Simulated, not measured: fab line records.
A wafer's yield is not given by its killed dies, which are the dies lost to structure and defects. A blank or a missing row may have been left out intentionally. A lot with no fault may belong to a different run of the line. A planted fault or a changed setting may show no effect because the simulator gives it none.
The tool behind it: which one? + flow berkeleyCmos170 + 14 lots with 42 wafers sampled at 3 steps, on a route of 331 steps

## WHAT THE GAUGES SHOWED, per wafer
UCB170_V2_THK_MEAS_01.
| lot  | measured     | on           | V2_TEOS_THK (nm) |
|------|--------------|--------------|------------------|
| L916 | day 6 21:12  | filmMetro-04 | 2022 2017 2065   |
| L918 | day 8 02:26  | filmMetro-02 | 1982 1997 2001   |
| L920 | day 8 03:02  | filmMetro-01 | 1995 2001 2038   |
| L919 | day 8 03:13  | filmMetro-02 | 2037 2014 2014   |
| L917 | day 8 19:04  | filmMetro-01 | 1996 2014 2039   |
| L928 | day 10 13:25 | filmMetro-01 | 2243 1997 2024   |
| L931 | day 10 14:13 | filmMetro-04 | 2015 1998 2052   |
| L930 | day 10 15:02 | filmMetro-02 | 2018 2041 2006   |
| L929 | day 10 15:19 | filmMetro-01 | 1949 2266 2011   |
| L934 | day 11 14:55 | filmMetro-02 | 1970 1992 1965   |
| L939 | day 11 22:15 | filmMetro-04 | 2016 2017 2027   |
| L938 | day 11 23:40 | filmMetro-02 | 2003 1990 2035   |
| L937 | day 12 02:07 | filmMetro-04 | 1974 1997 1997   |
| L936 | day 12 02:33 | filmMetro-02 | 1996 2015 2073   |

UCB170_V2_OVL_MEAS_13.
| lot  | measured     | on         | V2_OVL (nm) |
|------|--------------|------------|-------------|
| L916 | day 6 23:47  | overlay-01 | 7 5 3       |
| L918 | day 8 04:37  | overlay-01 | 2 13 12     |
| L920 | day 8 05:07  | overlay-01 | 11 -2 -3    |
| L919 | day 8 05:13  | overlay-01 | -3 8 -3     |
| L917 | day 8 21:19  | overlay-02 | 9 5 12      |
| L928 | day 10 15:39 | overlay-02 | 15 1 11     |
| L931 | day 10 17:14 | overlay-02 | -1 -2 2     |
| L930 | day 10 19:05 | overlay-01 | 8 0 8       |
| L929 | day 10 19:28 | overlay-01 | 4 6 4       |
| L934 | day 11 17:03 | overlay-02 | 4 1 2       |
| L939 | day 12 00:21 | overlay-02 | -1 -1 -6    |
| L938 | day 12 01:22 | overlay-01 | 6 5 3       |
| L937 | day 12 04:26 | overlay-01 | 6 6 3       |
| L936 | day 12 04:41 | overlay-02 | -4 0 2      |

## WHAT TOOL EACH LOT RAN ON (gives the tool, then ch and the chambers of the sampled wafers, and finally the start)
| lot  | UCB170_V2_CVD_00                |
|------|---------------------------------|
| L916 | pecvd-01 ch 0,1,2, day 6 21:02  |
| L918 | pecvd-03 ch 0,1,2, day 8 02:17  |
| L920 | pecvd-02 ch 0,2, day 8 02:52    |
| L919 | pecvd-01 ch 0,2, day 8 03:04    |
| L917 | pecvd-01 ch 0,1, day 8 18:54    |
| L928 | pecvd-02 ch 0,1,2, day 10 13:16 |
| L931 | pecvd-01 ch 0,1,2, day 10 14:04 |
| L930 | pecvd-03 ch 0,1, day 10 14:53   |
| L929 | pecvd-02 ch 0,1,2, day 10 15:10 |
| L934 | pecvd-03 ch 0,1,2, day 11 14:45 |
| L939 | pecvd-03 ch 0,1, day 11 22:05   |
| L938 | pecvd-01 ch 0,1, day 11 23:31   |
| L937 | pecvd-03 ch 0,2, day 12 01:57   |
| L936 | pecvd-01 ch 0,1, day 12 02:15   |
- UCB170_V2_CVD_00: deposits SiO2 from TEOS/O2, target thk 2000 nm, time 250 s.

## WHAT THE TOOLS THEMSELVES READ (means of the sampled wafers that have a number; where no wafer has one, the mark that the record gives instead)
UCB170_V2_CVD_00.
| lot  | tool     | heaterPowerW (W) | runLengthS (s) |
|------|----------|------------------|----------------|
| L916 | pecvd-01 | 253              | 277.8          |
| L918 | pecvd-03 | 237              | 278.3          |
| L920 | pecvd-02 | 309              | 279.0          |
| L919 | pecvd-01 | 293              | 278.1          |
| L917 | pecvd-01 | 262              | 277.5          |
| L928 | pecvd-02 | 235              | 290.9          |
| L931 | pecvd-01 | 250              | 278.0          |
| L930 | pecvd-03 | 193              | 278.2          |
| L929 | pecvd-02 | 244              | 290.8          |
| L934 | pecvd-03 | 215              | 278.1          |
| L939 | pecvd-03 | 213              | 278.2          |
| L938 | pecvd-01 | 267              | 277.3          |
| L937 | pecvd-03 | 212              | 278.8          |
| L936 | pecvd-01 | 287              | 278.0          |

## THE ANSWER, worked out from the rows above alone
Rule: the usual values come from the lots themselves. Put in order of their means at a reading, lots are off if they are a third of the lots or fewer, leave a main group of 4 or more, and stand apart from it by a gap of 3 or more times the standard deviation of the main group's means; of several such gaps the widest counts. A main group whose means are all the same, to the digits that the tables above print for the reading, isn't used. Also off: a lot with no number at a reading for which 4 or more lots have one. Any other lot the step has rows for is counted as sound. First the gauges in route order, then the tools' own readings, where a lot's mean is used as printed above. At the first step where some lot is off, the reading lying furthest off is the one used; lots without a number count as furthest.
Off at UCB170_V2_CVD_00 (runLengthS): L928, L929. The main group has a mean of 278.1 s with a standard deviation of 0.45.
If a tool, at that step or one of the process steps before it, ran each lot that is off and ran no sound lot following the first of them, it fits. One fits: UCB170_V2_CVD_00 on pecvd-02. Its last sound lot is L920 (day 8 02:52), its first lot that is off L928 (day 10 13:16): a fault that began between those two fits.
The tool's own readings at UCB170_V2_CVD_00 bear it out: on the lots that are off they differ by more than 5 times the standard deviation of the sound lots' means. runLengthS reads 290.9 s there against 278.1 s on the sound lots.

## WHAT THE SIMULATOR HAD INSERTED
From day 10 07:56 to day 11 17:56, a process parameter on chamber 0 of pecvd-02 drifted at UCB170_V2_CVD_00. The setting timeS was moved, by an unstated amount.
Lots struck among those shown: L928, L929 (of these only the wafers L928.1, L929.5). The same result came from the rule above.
